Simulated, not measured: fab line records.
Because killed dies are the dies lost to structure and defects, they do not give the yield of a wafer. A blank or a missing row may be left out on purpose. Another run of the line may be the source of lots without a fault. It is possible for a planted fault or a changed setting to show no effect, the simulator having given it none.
Which tool is to blame? ; flow berkeley-cmos170 ; Sampling: 13 lots, 39 wafers, 2 of 331 route steps

WHAT THE GAUGES SHOWED, per wafer
UCB170_NWELL_TW_MEAS_16.
lot;measured;on;NWELL_TW
L139;day 2 06:07;film-metro-03;1259 1257 1251
L147;day 4 03:19;film-metro-01;1511 1499 1505 1505 1505 1507
L149;day 4 08:30;film-metro-02;1475 1465 1466 1467 1471 1469
L150;day 4 18:40;film-metro-03;1512 1509 1498 1504 1513 1512
L152;day 5 02:14;film-metro-02;1230 1232 1227
L154;day 5 07:59;film-metro-02;1225 1226 1224
L155;day 5 12:31;film-metro-01;1254 1253 1265
L156;day 5 16:29;film-metro-01;1260 1258 1262
L157;day 6 04:51;film-metro-03;1253 1245 1249
L158;day 6 10:23;film-metro-02;1222 1221 1225
L160;day 6 16:49;film-metro-03;1245 1251 1249
L161;day 6 22:59;film-metro-03;1251 1247 1253
L162;day 7 03:23;film-metro-03;1256 1263 1260

WHAT TOOL EACH LOT RAN ON (gives the tool, then ch and the chambers of the sampled wafers, and finally the start)
lot;UCB170_NWELL_IMPLANT_14
L139;implanter-04 ch 0, day 2 05:53
L147;implanter-02 ch 0, day 4 03:04
L149;implanter-02 ch 0, day 4 08:15
L150;implanter-02 ch 0, day 4 18:25
L152;implanter-03 ch 0, day 5 01:59
L154;implanter-04 ch 0, day 5 07:44
L155;implanter-04 ch 0, day 5 12:17
L156;implanter-03 ch 0, day 5 16:14
L157;implanter-03 ch 0, day 6 04:37
L158;implanter-04 ch 0, day 6 10:09
L160;implanter-04 ch 0, day 6 16:35
L161;implanter-03 ch 0, day 6 22:46
L162;implanter-04 ch 0, day 7 03:10
- UCB170_NWELL_IMPLANT_14

WHAT THE TOOLS THEMSELVES READ (means of the sampled wafers that have a number; where no wafer has one, the mark that the record gives instead)
UCB170_NWELL_IMPLANT_14.
lot;tool;dose-ions-cm2;faraday-current-uA
L139;implanter-04;1e+13;31.5
L147;implanter-02;2e+13;54.8
L149;implanter-02;2e+13;56.7
L150;implanter-02;2e+13;55.7
L152;implanter-03;1e+13;31.4
L154;implanter-04;1e+13;31.7
L155;implanter-04;1e+13;31.4
L156;implanter-03;1e+13;31.2
L157;implanter-03;1e+13;32.2
L158;implanter-04;1e+13;31.7
L160;implanter-04;1e+13;32.1
L161;implanter-03;1e+13;31.9
L162;implanter-04;1e+13;31.3

THE ANSWER, worked out from the rows above alone
Rule: the usual values come from the lots themselves. The widest of any qualifying gaps counts: lots, ordered by their means at a reading, are off when they make up no more than a third of the lots, leave a main group of 4 or more, and stand apart from it by 3 or more times the standard deviation of that group's means. A main group whose means are all the same, to the digits that the tables above print for the reading, isn't used. Also off: a lot with no number at a reading for which 4 or more lots have one. All remaining lots with rows at the step are treated as sound. First the gauges in route order, then the tools' own readings, where a lot's mean is used as printed above. At the first step where some lot is off, the reading lying furthest off is the one used; lots without a number count as furthest.
Off: L147, L149, L150, seen at UCB170_NWELL_TW_MEAS_16 (NWELL_TW). The main group: mean 1246, standard deviation 14.
If a tool, at a process step before that reading, ran all the lots that are off and no sound lot after the first of them, it fits. Not tried: the gauges at UCB170_NWELL_TW_MEAS_16; whatever is off there is also off at UCB170_NWELL_IMPLANT_14, on other tools, and gauge error can't account for it. One fits: implanter-02 at UCB170_NWELL_IMPLANT_14. It ran no sound lot before its first lot that is off in this sample, so the start can't be narrowed down.
The tool's own readings at UCB170_NWELL_IMPLANT_14 bear it out: on the lots that are off they differ by more than 5 times the standard deviation of the sound lots' means. dose-ions-cm2 reads 2e+13 there against 1e+13 on the sound lots; faraday-current-uA reads 55.7 there against 31.6 on the sound lots.

WHAT THE SIMULATOR PUT IN
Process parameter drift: implanter-02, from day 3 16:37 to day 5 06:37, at UCB170_NWELL_IMPLANT_14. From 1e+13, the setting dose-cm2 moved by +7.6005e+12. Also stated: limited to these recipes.
Lots struck among those shown: L147, L149, L150. The rule given above showed the same thing.
